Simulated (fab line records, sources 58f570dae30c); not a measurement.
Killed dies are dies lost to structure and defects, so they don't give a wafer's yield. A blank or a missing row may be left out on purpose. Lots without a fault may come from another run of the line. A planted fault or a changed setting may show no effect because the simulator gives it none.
Which tool did it? | flow berkeley_cmos170 | 13 lots, 39 wafers sampled, at 5 steps of a route of 331

WHAT THE GAUGES READ, wafer by wafer
UCB170_GATE_CD_MEAS_12: target cd 350 nm.
lot  | measured     | on        | cd_nm (nm)
L105 | day 6 22:28  | cd_sem-01 | 348.4 347.3 348.6
L106 | day 7 08:13  | cd_sem-01 | 350.1 351.8 351.0
L110 | day 7 22:31  | cd_sem-01 | 350.3 350.5 348.7
L111 | day 7 22:48  | cd_sem-01 | 350.7 351.2 351.7
L108 | day 7 22:47  | cd_sem-02 | 348.8 349.5 347.8
L109 | day 7 23:03  | cd_sem-02 | 373.4 374.6 373.7
L118 | day 9 11:49  | cd_sem-02 | 349.2 350.4 349.9
L119 | day 10 02:28 | cd_sem-02 | 349.2 349.1 347.7
L121 | day 10 08:13 | cd_sem-02 | 347.1 348.1 348.0
L120 | day 10 08:20 | cd_sem-02 | 347.2 346.0 346.3
L122 | day 10 17:45 | cd_sem-02 | 352.1 350.9 351.0
L123 | day 10 17:59 | cd_sem-01 | 350.2 349.2 350.9
L124 | day 11 01:28 | cd_sem-02 | 348.4 348.3 348.6

UCB170_SILICIDE_THK_MEAS_03: measures by xrf.
lot  | measured     | on            | SILICIDE_TI_THK (nm)
L105 | day 7 13:55  | film_metro-02 | 29.9 30.3 30.4
L106 | day 7 23:59  | film_metro-04 | 29.7 30.2 29.6
L110 | day 8 14:09  | film_metro-02 | 29.9 30.1 30.0
L111 | day 8 15:04  | film_metro-02 | 29.9 30.3 29.5
L108 | day 8 14:29  | film_metro-02 | 29.1 29.2 29.4
L109 | day 8 14:38  | film_metro-01 | 30.7 30.0 30.2
L118 | day 10 01:53 | film_metro-01 | 30.2 29.9 30.2
L119 | day 10 17:24 | film_metro-01 | 30.1 29.4 29.6
L121 | day 10 23:56 | film_metro-02 | 30.5 30.1 30.1
L120 | day 11 00:23 | film_metro-04 | 29.7 29.8 29.8
L122 | day 11 10:31 | film_metro-04 | 29.5 29.4 29.7
L123 | day 11 10:31 | film_metro-02 | 29.9 29.8 30.2
L124 | day 11 17:39 | film_metro-02 | 30.2 30.3 30.4

UCB170_V2_BOW_MEAS_03.
lot  | measured     | on            | V2_BOW (um)
L105 | day 8 10:17  | film_metro-02 | 31 36 40
L106 | day 8 15:20  | film_metro-03 | 47 26 43
L110 | day 9 09:21  | film_metro-03 | 32 25 24
L111 | day 9 09:29  | film_metro-02 | 47 37 40
L108 | day 9 08:44  | film_metro-01 | 39 44 42
L109 | day 9 09:07  | film_metro-02 | 34 34 45
L118 | day 10 19:38 | film_metro-02 | 39 43 36
L119 | day 11 09:31 | film_metro-03 | 51 40 48
L121 | day 11 18:49 | film_metro-03 | 31 32 32
L120 | day 11 20:35 | film_metro-02 | 35 28 39
L122 | day 12 03:22 | film_metro-03 | 29 28 44
L123 | day 12 03:09 | film_metro-02 | 41 29 40
L124 | day 12 11:10 | film_metro-02 | 19 29 32

UCB170_V2_CD_MEAS_12: target cd 700 nm.
lot  | measured     | on        | cd_nm (nm)
L105 | day 8 13:03  | cd_sem-01 | 702.4 701.9 701.8
L106 | day 8 16:44  | cd_sem-01 | 697.3 697.3 698.6
L110 | day 9 10:53  | cd_sem-02 | 698.2 700.0 699.1
L111 | day 9 11:12  | cd_sem-02 | 701.9 702.4 702.2
L108 | day 9 10:10  | cd_sem-01 | 698.8 698.8 698.6
L109 | day 9 10:38  | cd_sem-01 | 700.7 699.8 700.3
L118 | day 10 21:11 | cd_sem-01 | 698.8 697.5 698.2
L119 | day 11 10:51 | cd_sem-01 | 699.8 698.6 701.2
L121 | day 11 20:08 | cd_sem-02 | 699.8 700.4 701.1
L120 | day 11 22:27 | cd_sem-01 | 699.6 699.6 699.7
L122 | day 12 04:58 | cd_sem-02 | 700.3 702.0 703.1
L123 | day 12 04:37 | cd_sem-01 | 701.5 700.4 700.4
L124 | day 12 12:58 | cd_sem-01 | 697.0 698.5 698.4

WHICH TOOL RAN EACH LOT (tool, then ch and the chambers of the sampled wafers, then the start)
lot  | UCB170_GATE_EXPOSE_09
L105 | krf_scanner-02 ch 0, day 6 21:45
L106 | krf_scanner-02 ch 0, day 7 07:35
L110 | krf_scanner-01 ch 0, day 7 21:53
L111 | krf_scanner-02 ch 0, day 7 22:10
L108 | krf_scanner-02 ch 0, day 7 22:14
L109 | krf_scanner-01 ch 0, day 7 22:30
L118 | krf_scanner-02 ch 0, day 9 11:05
L119 | krf_scanner-02 ch 0, day 10 02:04
L121 | krf_scanner-01 ch 0, day 10 07:46
L120 | krf_scanner-01 ch 0, day 10 07:52
L122 | krf_scanner-01 ch 0, day 10 17:22
L123 | krf_scanner-02 ch 0, day 10 17:36
L124 | krf_scanner-02 ch 0, day 11 01:04
- UCB170_GATE_EXPOSE_09: exposes mask POLY, target cd 350 nm.

WHAT THE TOOLS THEMSELVES READ (means of the sampled wafers that have a number; where no wafer has one, the mark that the record gives instead)
The record holds no such reading with a usual standard deviation.

THE ANSWER, worked out from the rows above alone
Rule: what is usual is taken from the lots themselves. Put in order of their means at a reading, lots are off if they are a third of the lots or fewer, leave a main group of 4 or more, and stand apart from it by a gap of 3 or more times the standard deviation of the main group's means; of several such gaps the widest counts. A main group whose means are all the same, to the digits that the tables above print for the reading, isn't used. A lot without any number at a reading at which 4 lots or more have one is off too. The other lots that the step has rows for count as sound. The gauges are gone through in route order, then the tools' own readings, and for those a lot's mean is taken as printed above. The first step at which some lot is off is used, and at that step the reading that is off furthest; a lot without a number counts as furthest.
Off: L109, at UCB170_GATE_CD_MEAS_12 (cd_nm). The main group: mean 349.3 nm, standard deviation 1.4.
A tool fits if, at a process step before that reading, it ran every lot that is off, and no sound lot after the first of them. The gauges at UCB170_GATE_CD_MEAS_12 are tried like those tools. None of those tried fits.

WHAT THE SIMULATOR HAD PUT IN
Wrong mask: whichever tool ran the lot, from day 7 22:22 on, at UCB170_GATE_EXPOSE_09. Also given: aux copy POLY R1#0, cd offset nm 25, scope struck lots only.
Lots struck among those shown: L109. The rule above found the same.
